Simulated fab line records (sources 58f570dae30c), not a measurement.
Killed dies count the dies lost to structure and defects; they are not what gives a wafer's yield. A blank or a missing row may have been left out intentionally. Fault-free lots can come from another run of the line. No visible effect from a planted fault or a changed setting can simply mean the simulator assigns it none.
fab line records	flow berkeley_cmos170
[record] lots = 7	wafers = 21	last_day = 11
route steps=331 shown V1@260 M2@271 M3@331
lots with no fault: from the same line, run without faults
start_h: hours from the record's first day to the start of the lot's first wafer shown	wait_h: time in hours since the lot's previous step	" same as the row above	L1.1+2: a row that stands for several wafers	- either no value or no given start	* or withheld: withheld	< > ~ a bound
route shown NAME@n: NAME is a module with steps in the file, n the number in the route of the first one	usual: average and standard deviation across the fault-free wafers	same: alike in all rows	chamber/n: place in a boat	sites: per-site readings	_std_site: standard deviation of those values	_edge_site: outer sites' mean less inner sites'	radius_mm: how far each site lies from the wafer's centre	mask NAME#n: copy n	behind: tool/chamber where the wafer was last shaped	hold: cause of the lot's hold/its duration in hours/its outcome	device: whichever transistor did not switch (one of n, p or np)	end of line: at the end of the route, the tests of the same wafers	step lacking rows: just its recipe	killed: not the wafer's yield, but the dies lost to structure and defects at the first sort	map: dies across one wafer; x = killed, . = not, _ = none there
set.NAME: the setting that was run; set.NAME@STEP: the one run at that earlier step	model.NAME: the simulator's own value behind a step, which no gauge read
a table for each step, a row for each wafer; lots at some steps of the route
services: from which hour (start_h, from the record's first day; less than 0 if before it) a tool's chamber was out of use, for how many hours, and why
[[steps]]
[step UCB170_V1_HMDS_06]
[recipe] prime_time_s = 60	prime_temp_c = 100
[step UCB170_V1_COAT_07]
[recipe] resist = KrF	spin_rpm = 1500	resist_thk_nm = 900
[step UCB170_V1_SOFTBAKE_08]
[recipe] resist = KrF	temp_c = 130	time_s = 60
[step UCB170_V1_EXPOSE_09]
[recipe] mask_id = VIA1	target_cd_nm = 700	na = 0.5	sigma_outer = 0.6	source_shape = conventional	dose_mj = 37
[step UCB170_V1_PEB_10]
[recipe] peb_temp_c = 130	peb_time_s = withheld	resist = KrF
[step UCB170_V1_DEVELOP_11]
[recipe] developer = TMAH	develop_time_s = 45	resist = KrF	dev_temp_c = 21
[step UCB170_V1_CD_MEAS_12]
[recipe] target_cd_nm = 700
[usual] cd_nm = 700.4/1.4
lot.wafer	tool	chamber	start_h	wait_h	cd_nm
L432.1	cd_sem-01	-	183.77	-	701.0
L432.3	"	-	"	"	702.8
L432.5	"	-	"	"	700.7
L437.1	cd_sem-01	-	208.81	-	699.9
L437.5	"	-	"	"	701.8
L437.6	"	-	"	"	701.7
L442.1	cd_sem-02	-	220.30	-	703.0
L442.3	"	-	"	"	703.0
L442.5	"	-	"	"	703.8
L440.1	cd_sem-01	-	222.13	-	698.1
L440.4	"	-	"	"	699.7
L440.6	"	-	"	"	699.1
L445.1	cd_sem-02	-	231.25	-	701.2
L445.4	"	-	"	"	702.7
L445.5	"	-	"	"	702.8
L447.1	cd_sem-01	-	240.33	-	700.1
L447.3	"	-	"	"	698.6
L447.6	"	-	"	"	697.9
L452.1	cd_sem-01	-	259.16	-	699.2
L452.5	"	-	"	"	697.6
L452.6	"	-	"	"	699.2
[step UCB170_V1_OVL_MEAS_13]
[usual] V1_OVL = -3/5.1
lot.wafer	tool	chamber	start_h	wait_h	V1_OVL[nm]
L432.1	overlay-02	-	183.89	0.1	0
L432.3	"	-	"	"	-2
L432.5	"	-	"	"	-2
L437.1	overlay-01	-	208.93	0.1	-2
L437.5	"	-	"	"	-5
L437.6	"	-	"	"	-1
L442.1	overlay-02	-	220.42	0.1	-2
L442.3	"	-	"	"	-4
L442.5	"	-	"	"	-5
L440.1	overlay-02	-	222.25	0.1	4
L440.4	"	-	"	"	8
L440.6	"	-	"	"	1
L445.1	overlay-01	-	231.37	0.1	-5
L445.4	"	-	"	"	-12
L445.5	"	-	"	"	-14
L447.1	overlay-02	-	240.45	0.1	1
L447.3	"	-	"	"	-1
L447.6	"	-	"	"	-3
L452.1	overlay-01	-	259.28	0.1	-6
L452.5	"	-	"	"	-8
L452.6	"	-	"	"	-1
[step UCB170_V1_ETCH_14]
[recipe] chemistry = CHF3/CF4/Ar	target = SiO2	stop_on = Al	CHF3_flow_sccm = 45	cf4_flow_sccm = 15	Ar_flow_sccm = 150	pressure_mtorr = 200	rf_w = 700	target_depth_a = 12500	over_etch_frac = 0.25	time_s = 291
[usual] drypump_motor_current_A = 5.6/0.41	oes_product_au = 0.877/0.013	throttle_valve_pct = 6.94/0.12
lot.wafer	tool	chamber	start_h	wait_h	drypump_motor_current_A	oes_product_au	rf_hours_counter_h	throttle_valve_pct
L432.1	rie_diel-01	2	183.93	0.0	5.8	0.869	118	6.85
L432.3	"	1	"	"	5.6	0.906	33	6.83
L432.5	"	3	"	"	5.1	0.889	-	7.12
L437.1	rie_diel-03	2	208.97	0.0	5.5	0.876	73	7.04
L437.5	"	3	"	"	5.7	0.871	-	6.97
L437.6	"	0	"	"	6.1	0.884	-	6.95
L442.1	rie_diel-03	1	220.46	0.0	5.0	0.884	51	6.72
L442.3	"	3	"	"	5.7	0.867	17	6.99
L442.5	"	0	"	"	6.1	0.879	-	6.94
L440.1	rie_diel-03	0	222.28	0.0	6.1	0.878	109	6.93
L440.4	"	3	"	"	5.7	0.867	-	6.98
L440.6	"	0	"	"	6.1	0.882	-	6.95
L445.1	rie_diel-03	1	231.40	0.0	5.0	0.880	52	6.71
L445.4	"	3	"	"	5.6	0.869	18	6.98
L445.5	"	2	"	"	5.4	0.871	-	7.06
L447.1	rie_diel-01	1	240.49	0.0	5.5	0.899	35	6.82
L447.3	"	3	"	"	5.1	0.881	94	7.14
L447.6	"	2	"	"	5.7	0.865	-	6.85
L452.1	rie_diel-01	1	259.32	0.0	5.5	0.895	35	6.81
L452.5	"	2	"	"	5.8	0.862	-	6.82
L452.6	"	1	"	"	5.5	0.891	-	6.83
[step UCB170_V1_STRIP_15]
[recipe] chemistry = O2	power_w = 400	pressure_mtorr = 3500	platen_temp_c = withheld	o2_flow_sccm = 400	overash_fraction = 0.5
[usual] drypump_motor_current_A = 5.9/0.32	oes_product_au = 0.722/0.0048	strip_time_to_endpoint_s = 15.27/0.13
lot.wafer	tool	chamber	start_h	wait_h	drypump_motor_current_A	oes_product_au	rf_hours_counter_h	strip_time_to_endpoint_s
L432.1	plasma_asher-03	0	184.10	0.1	6.3	0.729	42	15.36
L432.3	"	1	"	"	5.7	0.720	-	15.17
L432.5	"	0	"	"	6.3	0.724	-	15.43
L437.1	plasma_asher-02	0	209.14	0.1	6.0	0.711	48	15.25
L437.5	"	1	"	"	6.0	0.716	-	15.30
L437.6	"	0	"	"	6.0	0.720	-	15.17
L442.1	plasma_asher-03	1	220.64	0.1	5.7	0.724	47	15.12
L442.3	"	0	"	"	6.3	0.722	-	15.25
L442.5	"	1	"	"	5.7	0.721	-	15.17
L440.1	plasma_asher-04	1	222.46	0.1	5.2	0.720	12	15.38
L440.4	"	1	"	"	5.2	0.724	-	15.34
L440.6	"	0	"	"	6.1	0.727	-	15.24
L445.1	plasma_asher-02	1	231.58	0.1	5.9	0.722	51	15.01
L445.4	"	1	"	"	5.9	0.721	-	15.23
L445.5	"	0	"	"	6.0	0.727	-	15.19
L447.1	plasma_asher-04	0	240.66	0.1	6.1	0.717	15	15.19
L447.3	"	1	"	"	5.2	0.721	-	15.43
L447.6	"	0	"	"	6.1	0.731	-	15.31
L452.1	plasma_asher-04	1	259.50	0.1	5.2	0.722	17	15.30
L452.5	"	0	"	"	6.1	0.721	-	15.46
L452.6	"	1	"	"	5.2	0.725	-	15.28
[step UCB170_V1_CD_MEAS_90]
[recipe] target_cd_nm = 700
[usual] cd_nm = 700.6/1.4
lot.wafer	tool	chamber	start_h	wait_h	cd_nm
L432.1	cd_sem-01	-	184.21	0.1	700.5
L432.3	"	-	"	"	703.0
L432.5	"	-	"	"	700.1
L437.1	cd_sem-02	-	209.24	0.1	700.7
L437.5	"	-	"	"	702.4
L437.6	"	-	"	"	701.4
L442.1	cd_sem-01	-	220.74	0.1	704.0
L442.3	"	-	"	"	703.6
L442.5	"	-	"	"	703.3
L440.1	cd_sem-01	-	222.56	0.1	698.3
L440.4	"	-	"	"	699.7
L440.6	"	-	"	"	698.8
L445.1	cd_sem-02	-	231.68	0.1	701.8
L445.4	"	-	"	"	702.6
L445.5	"	-	"	"	702.5
L447.1	cd_sem-01	-	240.79	0.1	701.2
L447.3	"	-	"	"	697.9
L447.6	"	-	"	"	697.7
L452.1	cd_sem-01	-	259.60	0.1	700.3
L452.5	"	-	"	"	697.6
L452.6	"	-	"	"	699.8
[step UCB170_M2_PRE_CLEAN_00]
[recipe] gas = Ar	preclean_etch_time_s = 60
[step UCB170_M2_SPUTTER_01]
[recipe] material = Al	target_thk_nm = 900	time_s = 120	power_w = 6000	chamber_pressure_pa = 0.5
[usual] throttle_valve_pct = 29.9/1
lot.wafer	tool	chamber	start_h	wait_h	throttle_valve_pct	model.Al_of_M2_SPUTTER_01.thk_nm
L432.1	pvd_sputter-04	-	184.39	0.0	29.6	920.5
L432.3	"	-	"	"	30.4	914.4
L432.5	"	-	"	"	30.8	916.5
L437.1	pvd_sputter-03	-	209.43	0.0	31.1	921.8
L437.5	"	-	"	"	27.8	927
L437.6	"	-	"	"	31.0	928.4
L442.1	pvd_sputter-03	-	220.92	0.0	28.1	550.8
L442.3	"	-	"	"	30.4	904.5
L442.5	"	-	"	"	27.8	548.2
L440.1	pvd_sputter-04	-	222.75	0.0	30.7	903.9
L440.4	"	-	"	"	28.8	906.6
L440.6	"	-	"	"	30.3	908.5
L445.1	pvd_sputter-03	-	231.87	0.0	28.1	545.7
L445.4	"	-	"	"	31.1	907
L445.5	"	-	"	"	30.1	911
L447.1	pvd_sputter-03	-	240.98	0.0	28.0	553.2
L447.3	"	-	"	"	31.2	917.1
L447.6	"	-	"	"	28.2	551.3
L452.1	pvd_sputter-04	-	259.78	0.0	28.7	912.1
L452.5	"	-	"	"	30.8	911.7
L452.6	"	-	"	"	29.1	913.9
[step UCB170_M2_RS_MEAS_02]
[recipe] thk_meas_gauge = four-point-probe	reads = Al_of_M2_SPUTTER_01
[usual] M2_AL_RS = 0.0319/0.00036
lot.wafer	tool	chamber	start_h	wait_h	hold	M2_AL_RS[ohm/sq]
L432.1	film_metro-03	-	184.48	0.0	-	0.0314
L432.3	"	-	"	"	-	0.0316
L432.5	"	-	"	"	-	0.0316
L437.1	film_metro-03	-	209.51	0.0	-	0.0314
L437.5	"	-	"	"	-	0.0312
L437.6	"	-	"	"	-	0.0311
L442.1	film_metro-04	-	221.01	0.0	await_dispo/0.2h/release	0.0531
L442.3	"	-	"	"	await_dispo/0.2h/release	0.0321
L442.5	"	-	"	"	await_dispo/0.2h/release	0.0533
L442.1	film_metro-04	-	221.29	0.3	-	0.0531
L442.3	"	-	"	"	-	0.0321
L442.5	"	-	"	"	-	0.0534
L440.1	film_metro-04	-	222.83	0.0	-	0.0320
L440.4	"	-	"	"	-	0.0320
L440.6	"	-	"	"	-	0.0319
L445.1	film_metro-03	-	231.95	0.0	await_dispo/0.2h/release	0.0535
L445.4	"	-	"	"	await_dispo/0.2h/release	0.0319
L445.5	"	-	"	"	await_dispo/0.2h/release	0.0317
L445.1	film_metro-03	-	232.24	0.3	-	0.0534
L445.4	"	-	"	"	-	0.0319
L445.5	"	-	"	"	-	0.0317
L447.1	film_metro-03	-	241.06	0.0	await_dispo/0.2h/release	0.0528
L447.3	"	-	"	"	await_dispo/0.2h/release	0.0315
L447.6	"	-	"	"	await_dispo/0.2h/release	0.0529
L447.1	film_metro-03	-	241.35	0.3	-	0.0528
L447.3	"	-	"	"	-	0.0316
L447.6	"	-	"	"	-	0.0530
L452.1	film_metro-03	-	259.87	0.0	-	0.0317
L452.5	"	-	"	"	-	0.0317
L452.6	"	-	"	"	-	0.0316
[step UCB170_M2_THK_MEAS_03]
[recipe] thk_meas_gauge = xrf	reads = Al_of_M2_SPUTTER_01
[usual] M2_AL_THK = 903/11
lot.wafer	tool	chamber	start_h	wait_h	hold	M2_AL_THK[nm]
L432.1	film_metro-03	-	184.60	0.1	-	915
L432.3	"	-	"	"	-	912
L432.5	"	-	"	"	-	914
L437.1	film_metro-03	-	209.63	0.1	-	911
L437.5	"	-	"	"	-	910
L437.6	"	-	"	"	-	918
L440.1	film_metro-04	-	222.95	0.1	-	899
L440.4	"	-	"	"	-	901
L440.6	"	-	"	"	-	900
L442.1	film_metro-04	-	225.24	3.9	await_dispo/0.2h/release	544
L442.3	"	-	"	"	await_dispo/0.2h/release	896
L442.5	"	-	"	"	await_dispo/0.2h/release	542
L442.1	film_metro-04	-	225.55	0.3	-	546
L442.3	"	-	"	"	-	898
L442.5	"	-	"	"	-	545
L445.1	film_metro-03	-	236.18	3.9	await_dispo/0.2h/release	541
L445.4	"	-	"	"	await_dispo/0.2h/release	899
L445.5	"	-	"	"	await_dispo/0.2h/release	902
L445.1	film_metro-03	-	236.41	0.2	-	541
L445.4	"	-	"	"	-	899
L445.5	"	-	"	"	-	901
L447.1	film_metro-03	-	247.59	6.2	await_dispo/0.2h/release	547
L447.3	"	-	"	"	await_dispo/0.2h/release	907
L447.6	"	-	"	"	await_dispo/0.2h/release	542
L447.1	film_metro-03	-	247.82	0.2	-	549
L447.3	"	-	"	"	-	904
L447.6	"	-	"	"	-	545
L452.1	film_metro-03	-	259.99	0.1	-	903
L452.5	"	-	"	"	-	902
L452.6	"	-	"	"	-	901
[step UCB170_M2_COAT_05]
[recipe] resist = KrF	spin_rpm = 1500	resist_thk_nm = 900
[step UCB170_M2_SOFTBAKE_06]
[recipe] resist = KrF	temp_c = 130	time_s = 60
[step UCB170_M2_STRIP_07]
[recipe] chemistry = O2	power_w = 400	pressure_mtorr = 3500	platen_temp_c = withheld	o2_flow_sccm = 400	overash_fraction = 0.5
[usual] drypump_motor_current_A = 5.8/0.33	oes_product_au = 0.735/0.0046	strip_time_to_endpoint_s = 21.93/0.057
lot.wafer	tool	chamber	start_h	wait_h	drypump_motor_current_A	oes_product_au	rf_hours_counter_h	strip_time_to_endpoint_s
L432.1	plasma_asher-04	0	185.11	0.1	6.1	0.739	7	22.01
L432.3	"	1	"	"	5.2	0.738	-	21.96
L432.5	"	1	"	"	5.2	0.743	-	21.89
L437.1	plasma_asher-01	0	210.60	0.1	5.5	0.730	52	22.04
L437.5	"	1	"	"	6.3	0.727	-	22.04
L437.6	"	0	"	"	5.5	0.737	-	21.99
L440.1	plasma_asher-02	1	223.74	0.1	6.0	0.728	50	22.04
L440.4	"	0	"	"	6.0	0.732	-	21.96
L440.6	"	0	"	"	6.0	0.740	-	21.90
L442.1	plasma_asher-02	0	228.65	0.1	6.0	0.732	50	21.83
L442.3	"	0	"	"	6.0	0.738	-	21.93
L442.5	"	0	"	"	6.0	0.730	-	21.98
L445.1	plasma_asher-02	1	240.10	0.2	5.9	0.736	51	21.96
L445.4	"	0	"	"	6.0	0.725	-	21.99
L445.5	"	1	"	"	5.9	0.736	-	21.96
L447.1	plasma_asher-04	1	251.96	0.1	5.2	0.733	15	21.85
L447.3	"	0	"	"	6.0	0.735	-	21.84
L447.6	"	0	"	"	6.1	0.732	-	21.84
L452.1	plasma_asher-04	1	260.61	0.1	5.3	0.733	17	21.82
L452.5	"	0	"	"	6.1	0.741	-	21.81
L452.6	"	1	"	"	5.3	0.738	-	21.84
[step UCB170_M2_STRIP_08]
[recipe] chemistry = DMSO	temp_c = 80	time_s = 600	material = KrF
[step UCB170_M2_COAT_09]
[recipe] resist = BARC	temp_c = withheld	time_s = withheld	spin_rpm = 3000	resist_thk_nm = withheld
[step UCB170_M2_COAT_10]
[recipe] resist = KrF	spin_rpm = 1500	resist_thk_nm = 900
[step UCB170_M2_SOFTBAKE_11]
[recipe] resist = KrF	temp_c = 130	time_s = 60
[step UCB170_M2_EXPOSE_12]
[recipe] mask_id = METAL2	target_cd_nm = 700	na = 0.5	sigma_outer = 0.6	source_shape = conventional	dose_mj = 26
[step UCB170_M2_PEB_13]
[recipe] peb_temp_c = 130	peb_time_s = withheld	resist = KrF
[step UCB170_M2_DEVELOP_14]
[recipe] developer = TMAH	develop_time_s = 45	resist = KrF	dev_temp_c = 21
[step UCB170_M2_CD_MEAS_15]
[recipe] target_cd_nm = 700
[usual] cd_nm = 699.6/1.6
lot.wafer	tool	chamber	start_h	wait_h	cd_nm
L432.1	cd_sem-01	-	187.46	-	699.9
L432.3	"	-	"	"	700.0
L432.5	"	-	"	"	700.5
L437.1	cd_sem-02	-	213.23	-	700.7
L437.5	"	-	"	"	701.6
L437.6	"	-	"	"	702.0
L440.1	cd_sem-01	-	225.43	-	700.7
L440.4	"	-	"	"	701.5
L440.6	"	-	"	"	701.0
L442.1	cd_sem-02	-	230.08	-	700.3
L442.3	"	-	"	"	699.6
L442.5	"	-	"	"	699.5
L445.1	cd_sem-02	-	241.46	-	696.5
L445.4	"	-	"	"	696.3
L445.5	"	-	"	"	696.7
L447.1	cd_sem-01	-	253.08	-	701.2
L447.3	"	-	"	"	700.9
L447.6	"	-	"	"	701.5
L452.1	cd_sem-01	-	262.43	-	700.7
L452.5	"	-	"	"	700.3
L452.6	"	-	"	"	699.7
[step UCB170_M2_OVL_MEAS_16]
[usual] M2_OVL = -7/4.9
lot.wafer	tool	chamber	start_h	wait_h	M2_OVL[nm]
L432.1	overlay-02	-	187.58	0.1	-14
L432.3	"	-	"	"	-14
L432.5	"	-	"	"	-17
L437.1	overlay-01	-	213.35	0.1	-12
L437.5	"	-	"	"	-4
L437.6	"	-	"	"	-13
L440.1	overlay-01	-	225.55	0.1	1
L440.4	"	-	"	"	-1
L440.6	"	-	"	"	-5
L442.1	overlay-01	-	230.20	0.1	-11
L442.3	"	-	"	"	-8
L442.5	"	-	"	"	-10
L445.1	overlay-01	-	241.58	0.1	-7
L445.4	"	-	"	"	-5
L445.5	"	-	"	"	-11
L447.1	overlay-02	-	253.20	0.1	-10
L447.3	"	-	"	"	-10
L447.6	"	-	"	"	-8
L452.1	overlay-01	-	262.55	0.1	-16
L452.5	"	-	"	"	-15
L452.6	"	-	"	"	-12
[step UCB170_M2_ETCH_17]
[recipe] chemistry = N2/H2	target_depth_a = withheld	overetch_a = withheld	target = BARC	time_s = withheld	source_w = 500	bias_w = 100	pressure_mtorr = 30	n2_flow_sccm = 100	h2_flow_sccm = 200
[usual] drypump_motor_current_A = 5.6/0.34	n2_flow_sccm = 100.0/0.3	oes_product_au = 1.003/0.022	throttle_valve_pct = 13.29/0.16
lot.wafer	tool	chamber	start_h	wait_h	drypump_motor_current_A	n2_flow_sccm	oes_product_au	throttle_valve_pct
L432.1	rie_diel-01	2	187.62	0.0	5.8	100.0	0.973	13.20
L432.3	"	0	"	"	5.8	100.1	1.024	13.21
L432.5	"	1	"	"	5.6	99.8	1.032	13.12
L437.1	rie_diel-01	0	213.38	0.0	5.8	99.9	1.014	13.22
L437.5	"	3	"	"	5.1	99.9	1.011	13.61
L437.6	"	2	"	"	5.8	100.0	0.978	13.21
L440.1	rie_diel-01	2	225.58	0.0	5.8	100.1	0.967	13.20
L440.4	"	3	"	"	5.1	99.7	1.005	13.63
L440.6	"	0	"	"	5.8	100.0	1.006	13.22
L442.1	rie_diel-01	2	230.23	0.0	5.8	100.1	0.966	13.19
L442.3	"	3	"	"	5.1	100.0	1.005	13.63
L442.5	"	3	"	"	5.1	100.3	1.008	13.62
L445.1	rie_diel-01	1	241.62	0.0	5.6	99.8	1.032	13.12
L445.4	"	0	"	"	5.8	100.3	1.021	13.22
L445.5	"	3	"	"	5.1	99.9	1.008	13.62
L447.1	rie_diel-04	3	253.23	0.0	5.6	99.8	0.985	13.42
L447.3	"	1	"	"	6.2	99.6	0.965	13.40
L447.6	"	3	"	"	5.7	100.1	0.988	13.41
L452.1	rie_diel-04	0	262.59	0.0	5.8	99.8	0.999	13.19
L452.5	"	0	"	"	5.9	100.2	0.998	13.19
L452.6	"	1	"	"	6.2	99.1	0.965	13.37
[step UCB170_M2_METAL_ETCH_18]
[recipe] chemistry = Cl2/BCl3	target = Al	stop_on = SiO2	pressure_mtorr = 12	target_depth_a = 11700	over_etch_frac = 0.3	time_s = 195	icp_w = 584.1	bias_w = 120	Cl2_flow_sccm = 90	bcl3_flow_sccm = 45
[usual] drypump_motor_current_A = 5.6/0.34	oes_product_au = 0.860/0.0096	throttle_valve_pct = 24.42/0.29
lot.wafer	tool	chamber	start_h	wait_h	drypump_motor_current_A	oes_product_au	rf_hours_counter_h	throttle_valve_pct
L432.1	rie_metal-01	1	187.66	-	5.4	0.860	19	23.92
L432.3	"	1	"	"	5.4	0.861	-	23.92
L432.5	"	1	"	"	5.4	0.854	-	23.91
L437.1	rie_metal-04	1	213.42	-	6.0	0.848	8	24.79
L437.5	"	0	"	"	5.9	0.861	-	24.63
L437.6	"	1	"	"	6.0	0.852	-	24.81
L440.1	rie_metal-02	0	225.63	-	6.0	0.863	11	24.25
L440.4	"	1	"	"	5.2	0.858	-	24.62
L440.6	"	1	"	"	5.2	0.863	-	24.61
L442.1	rie_metal-04	0	230.27	-	5.9	0.666	2	24.75
L442.3	"	0	"	"	5.9	0.852	-	24.65
L442.5	"	0	"	"	5.9	0.669	-	24.75
L445.1	rie_metal-02	0	241.66	-	6.1	0.669	11	24.36
L445.4	"	1	"	"	5.2	0.863	-	24.61
L445.5	"	1	"	"	5.2	0.858	-	24.61
L447.1	rie_metal-01	0	253.27	-	5.3	0.677	8	24.26
L447.3	"	0	"	"	5.3	0.865	-	24.17
L447.6	"	1	"	"	5.4	0.670	-	24.09
L452.1	rie_metal-02	1	262.63	-	5.2	0.860	6	24.62
L452.5	"	0	"	"	6.0	0.874	-	24.26
L452.6	"	1	"	"	5.2	0.865	-	24.62
[step UCB170_M2_STRIP_19]
[recipe] chemistry = O2	power_w = 400	pressure_mtorr = 3500	platen_temp_c = withheld	o2_flow_sccm = 400	overash_fraction = 0.5
[usual] drypump_motor_current_A = 5.8/0.36	oes_product_au = 0.549/0.017
lot.wafer	tool	chamber	start_h	wait_h	drypump_motor_current_A	oes_product_au	rf_hours_counter_h
L432.1	plasma_asher-01	1	187.85	0.1	6.2	0.548	49
L432.3	"	0	"	"	5.6	0.560	-
L432.5	"	0	"	"	5.5	0.561	-
L437.1	plasma_asher-01	1	213.61	0.1	6.3	0.532	52
L437.5	"	0	"	"	5.6	0.525	-
L437.6	"	1	"	"	6.3	0.540	-
L440.1	plasma_asher-02	1	225.81	0.1	5.9	0.551	51
L440.4	"	0	"	"	6.0	0.559	-
L440.6	"	1	"	"	5.9	0.570	-
L442.1	plasma_asher-04	1	230.46	0.1	5.2	0.528	12
L442.3	"	1	"	"	5.3	0.524	-
L442.5	"	1	"	"	5.2	0.531	-
L445.1	plasma_asher-04	0	241.85	0.1	6.0	0.545	14
L445.4	"	0	"	"	6.1	0.559	-
L445.5	"	0	"	"	6.1	0.557	-
L447.1	plasma_asher-04	0	253.46	0.1	6.1	0.559	15
L447.3	"	0	"	"	6.1	0.573	-
L447.6	"	0	"	"	6.1	0.543	-
L452.1	plasma_asher-04	0	262.82	0.1	6.1	0.563	17
L452.5	"	1	"	"	5.2	0.547	-
L452.6	"	0	"	"	6.1	0.558	-
[step UCB170_M3_PROBE_99]
lot.wafer	tool	chamber	start_h	wait_h	model.etest.antenna_m2.vt_shift_v
L432.1	prober-01	-	195.11	0.1	-0.01321
L432.3	prober-01	-	195.21	0.2	-0.01186
L432.5	prober-01	-	195.31	0.2	-0.00858
L437.1	prober-01	-	220.23	0.1	-0.01309
L437.5	prober-01	-	220.43	0.2	-0.01605
L437.6	prober-01	-	220.48	0.2	-0.01519
L440.1	prober-02	-	231.84	0.1	-0.01074
L440.4	prober-02	-	231.99	0.2	-0.01613
L440.6	prober-02	-	232.09	0.2	-0.01174
L442.1	prober-01	-	235.60	0.1	-0.02198
L442.3	prober-01	-	235.70	0.2	-0.01855
L442.5	prober-01	-	235.80	0.2	-0.02194
L445.1	prober-02	-	247.20	0.1	-0.0251
L445.4	prober-02	-	247.35	0.2	-0.01115
L445.5	prober-02	-	247.40	0.2	-0.01716
L447.1	prober-01	-	258.57	0.1	-0.02311
L447.3	prober-01	-	258.67	0.2	-0.01448
L447.6	prober-01	-	258.82	0.2	-0.02521
L452.1	prober-02	-	268.18	0.1	-0.01527
L452.5	prober-02	-	268.38	0.2	-0.009569
L452.6	prober-02	-	268.43	0.2	-0.0163
// killed by level:class
L432.1 FIELD:geometric_particle:open=2 GATE:geometric_particle:short=2 FIELD:geometric_particle:short=1
L432.3 FIELD:geometric_particle:short=1 GATE:geometric_particle:short=1
L432.5 GATE:geometric_particle:open=2 ACTIVE:geometric_particle:short=1 GATE:geometric_particle:short=1
L437.1 FIELD:geometric_particle:open=1 SCREENOX:geometric_particle:open=1 GATE:geometric_particle:short=1
L437.5 SCREENOX:geometric_particle:open=1 GATE:geometric_particle:open=1 GATE:geometric_particle:short=1 V1:geometric_particle:short=1
L437.6 FIELD:geometric_particle:open=2 GATE:geometric_particle:short=1 V2:geometric_particle:open=1
L440.1 GATE:geometric_particle:open=1
L440.4 SILICIDE:geometric_particle:short=2 SPACER:geometric_particle:short=1
L440.6 SILICIDE:geometric_particle:open=2 GATE:geometric_particle:short=1 V1:geometric_particle:short=1 M3:geometric_particle:short=1
L452.1 V1:geometric_particle:open=1 M2:geometric_particle:short=1 NWELL:area_etch=1
L452.5 WELLDRIVE:geometric_particle:open=1 SPACER:geometric_particle:short=1 M2:geometric_particle:open=1 V2:geometric_particle:short=1
L452.6 GATE:geometric_particle:short=1 M3:geometric_particle:short=1
[[services]]
tool	chamber	start_h	hours	kind
rie_diel-04	-	164.03	1.0	repair
rie_diel-04	1	179.59	-	clean
rie_diel-04	1	179.59	26.9	scheduled_down
rie_diel-04	1	179.59	26.9	vent_cycle
rie_metal-01	1	195.96	-	clean
rie_metal-01	1	195.96	26.7	scheduled_down
rie_metal-01	1	195.96	26.7	vent_cycle
pvd_sputter-03	-	196.33	2.1	repair
rie_diel-03	2	220.26	7.1	repair
plasma_asher-03	-	233.64	2.1	repair
plasma_asher-01	-	236.54	6.1	repair
[[key]]
[first_sign] step = UCB170_M2_RS_MEAS_02	reading = visit	direction = added
[effect] step = UCB170_M2_RS_MEAS_02	reading = M2_AL_RS	direction = up	sigmas = 59	usual = 0.0319	struck = 0.0531
[effect] step = UCB170_M2_THK_MEAS_03	reading = visit	direction = added
[effect] step = UCB170_M2_THK_MEAS_03	reading = M2_AL_THK	direction = down	sigmas = 34	usual = 903	struck = 543
[effect] step = UCB170_M2_METAL_ETCH_18	reading = oes_product_au	direction = down	sigmas = 20	usual = 0.860	struck = 0.670
[model_effect] step = UCB170_M2_SPUTTER_01	value = Al_of_M2_SPUTTER_01.thk_nm	without = 914.4	struck = 549.8
[model_effect] step = UCB170_M3_PROBE_99	value = etest.antenna_m2.vt_shift_v	without = -0.01449	struck = -0.02347
met_at UCB170_M2_SPUTTER_01
struck_wafers L442.1,L442.5,L445.1,L447.1,L447.6
sort_left_out L442.1,L442.5,L445.1,L447.1,L447.6
onset_between 209.43 220.92
[fault] kind = process_parameter_drift	tool = pvd_sputter-03	chamber = -	onset_h = 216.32	steps = UCB170_M2_SPUTTER_01	channel = time_s	offset = *	shape = step	end_h = 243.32	acts_in = *	stated = *	scope = struck_wafers_only
// sort_left_out: the simulated sort isn't trusted on such a fault, so these wafers' sort isn't shown, and their yield isn't known
